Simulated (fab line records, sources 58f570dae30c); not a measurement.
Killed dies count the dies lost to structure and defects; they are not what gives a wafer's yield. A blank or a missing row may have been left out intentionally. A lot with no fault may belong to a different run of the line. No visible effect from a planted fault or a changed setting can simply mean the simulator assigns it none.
The same fault as seen by 2 desks + flow berkeleyCmos170 + only its own numbers are on each desk; what lay behind them is given at the end

## AT THE TOOL OWNER'S DESK: rieDiel-02
The tool's own readings at UCB170_V2_ETCH_14 (etches SiO2 in CHF3/CF4/Ar, stops on Al, target depth 1250 nm, time 291 s): means of the sampled wafers that have a number, for each lot that ran on this tool. A lot is out of limits, marked OUT, if its mean lies more than 4 standard deviations from the usual mean; the brackets give that distance.
Columns: A = drypumpMotorCurrentA at UCB170_V2_ETCH_14, usual 5.8 A; B = oesProductAu at UCB170_V2_ETCH_14, usual 0.875 a.u.; C = rfFwdPowerW at UCB170_V2_ETCH_14, usual 698.1 W; D = throttleValvePct at UCB170_V2_ETCH_14, usual 6.96 %
| lot  | first seen here | A   | B     | C               | D    |
|------|-----------------|-----|-------|-----------------|------|
| L328 | day 8 22:56     | 5.9 | 0.867 | 698.5           | 6.85 |
| L331 | day 9 12:16     | 5.9 | 0.872 | 698.5           | 6.93 |
| L332 | day 9 16:17     | 5.9 | 0.868 | 698.9           | 6.85 |
| L336 | day 10 03:33    | 5.9 | 0.876 | 671.1 (-12) OUT | 6.94 |
| L335 | day 10 08:32    | 5.9 | 0.877 | 671.1 (-12) OUT | 7.02 |
This desk's verdict: out of limits on L335, L336, starting with L336 at day 10 03:33 (rfFwdPowerW at UCB170_V2_ETCH_14). In limits: L328, L331, L332.

## FROM THE METROLOGY DESK
What the gauges read for every lot (on any tool): the sampled wafers with a number, averaged. A lot is out of limits, marked OUT, if its mean lies more than 4 standard deviations from the usual mean; the brackets give that distance.
Columns: A = cdNm at UCB170_M1_CD_MEAS_09, usual 699.9 nm
| lot  | first seen here | A     |
|------|-----------------|-------|
| L327 | day 8 00:02     | 699.9 |
| L328 | day 8 13:07     | 698.8 |
| L329 | day 8 14:09     | 699.8 |
| L331 | day 9 03:22     | 700.3 |
| L332 | day 9 05:58     | 699.1 |
| L336 | day 9 18:13     | 698.9 |
| L335 | day 9 19:51     | 699.3 |
| L341 | day 10 23:12    | 698.9 |
| L342 | day 11 14:11    | 700.8 |
| L344 | day 12 03:19    | 699.7 |
| L347 | day 12 16:14    | 701.7 |
| L349 | day 12 17:31    | 699.1 |
| L348 | day 12 17:59    | 699.0 |
| L350 | day 13 11:53    | 700.4 |
Result from this desk: across the 14 lots, nothing is out of limits.

## PUT TOGETHER
On L335, L336, at day 10 03:33, an alarm was possible from the tool owner's desk.
Metrology desk: nothing out of limits seen.
The metrology desk has L335, L336 on record, within its limits.
The lots listed all ran UCB170_V2_ETCH_14 on rieDiel-02.

## WHAT THE SIMULATOR HAD PUT IN
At UCB170_V2_ETCH_14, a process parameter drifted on rieDiel-02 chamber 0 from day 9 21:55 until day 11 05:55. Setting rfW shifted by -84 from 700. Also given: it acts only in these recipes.
Shown lots that were struck: L335, L336.
Delay in hours, fault start to first out-of-limits reading, by desk: the tool owner's desk at 6.
